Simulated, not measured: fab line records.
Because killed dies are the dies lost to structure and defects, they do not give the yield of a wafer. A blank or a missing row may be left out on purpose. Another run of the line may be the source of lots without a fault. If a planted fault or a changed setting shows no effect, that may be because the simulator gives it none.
Split-lot study -- flow berkeley_cmos170 -- route with 331 steps; 5 lots, 23 wafers read

SPLIT DETAILS
At UCB170_M2_COAT_10 (resist thk 900 nm), the setting spin_rpm was moved away from the recipe's 1500 rpm on 10 of the 23 wafers read, by -7.3% to +2.4%. The other wafers ran this setting at the recipe's value.

FROM THE SPLIT TO THE READING: what the file shows between them, 3 steps
- UCB170_M2_SOFTBAKE_11: time 60 s
- UCB170_M2_EXPOSE_12: exposes mask METAL2, target cd 700 nm
- UCB170_M2_ETCH_17: etches BARC in N2/H2

THE READING
KrF_of_M2_COAT_10.thk_nm (the simulator's own value, which no gauge read), in nm, at UCB170_M2_METAL_ETCH_18 (etches Al in Cl2/BCl3, stops on SiO2, target depth 1170 nm, time 195 s). No usual value for it is given in the file. Here, 13 wafers ran the recipe; their average is 212.9 nm with a standard deviation of 11 nm.

wafer,"tool, chamber at the split","spin_rpm as run, rpm",against the recipe,"KrF_of_M2_COAT_10.thk_nm, nm",against lot-mates on the recipe
L077.1,"litho_track-03, 0",1500,recipe,209.9,-
L077.4,"litho_track-03, 0",1500,recipe,202.4,-
L077.6,"litho_track-03, 0",1500,recipe,207.2,-
L076.2,"litho_track-02, 0",1536,+2.4%,195.4,-13.4
L076.3,"litho_track-02, 0",1500,recipe,211.7,-
L076.4,"litho_track-02, 0",1500,recipe,204.8,-
L076.5,"litho_track-02, 0",1500,recipe,210,-
L076.6,"litho_track-02, 0",1536,+2.4%,195.3,-13.5
L080.1,"litho_track-03, 0",1463,-2.5%,227.1,+21.5
L080.3,"litho_track-03, 0",1500,recipe,207.5,-
L080.4,"litho_track-03, 0",1500,recipe,206.7,-
L080.5,"litho_track-03, 0",1500,recipe,202.7,-
L080.6,"litho_track-03, 0",1463,-2.5%,231.2,+25.6
L079.1,"litho_track-02, 0",1390,-7.3%,261.3,+25.9
L079.2,"litho_track-02, 0",1390,-7.3%,280.5,+45.1
L079.4,"litho_track-02, 0",1390,-7.3%,276.6,+41.2
L079.5,"litho_track-02, 0",1500,recipe,229.1,-
L079.6,"litho_track-02, 0",1500,recipe,241.8,-
L082.1,"litho_track-03, 0",1453,-3.1%,229.8,+12.8
L082.2,"litho_track-03, 0",1500,recipe,222.6,-
L082.3,"litho_track-03, 0",1453,-3.1%,234.3,+17.2
L082.4,"litho_track-03, 0",1453,-3.1%,230.3,+13.2
L082.6,"litho_track-03, 0",1500,recipe,211.5,-

FIT RESULTS
A straight line over all 23 wafers: KrF_of_M2_COAT_10.thk_nm changes by -7.81 nm for each +1% of spin_rpm; r = -0.92; the points scatter about the line by 9.7 nm.
The same after taking each lot's own level away (the mean of its wafers on the recipe; 23 wafers): -5.24 nm for each +1%; r = -0.94; scatter 5.7 nm.
According to that fit, moving spin_rpm by its largest amount changes the reading by 38 nm.
Across the lots, their own levels run from 205.63 to 235.45 nm, a range of 2.7 times the standard deviation given above.
Hence the slope depends on the lot-to-lot level, as the two fits are not the same.
Check: with one of the wafers moved furthest among these (-7.3%) left out of the fit, the line predicts +43.2 nm for it against its lot-mates. Against them it came out at +25.9 nm.

THE WHOLE CHAIN: every reading that the file lists as answering this split, in the file's order
step,what it does,reading,change (the file's fit),r (the file's)
UCB170_M2_COAT_10,resist thk 900 nm,"KrF_of_M2_COAT_10.thk_nm (the simulator's own value, which no gauge read)",-4.79 nm for each +1% of the setting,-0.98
UCB170_M2_METAL_ETCH_18,"etches Al in Cl2/BCl3, stops on SiO2, target depth 1170 nm, time 195 s","KrF_of_M2_COAT_10.thk_nm (the simulator's own value, which no gauge read)",-5.43 nm for each +1% of the setting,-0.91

FILE'S OWN FIT
KrF_of_M2_COAT_10.thk_nm changes by -5.43 nm for each +1% of spin_rpm, r = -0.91.
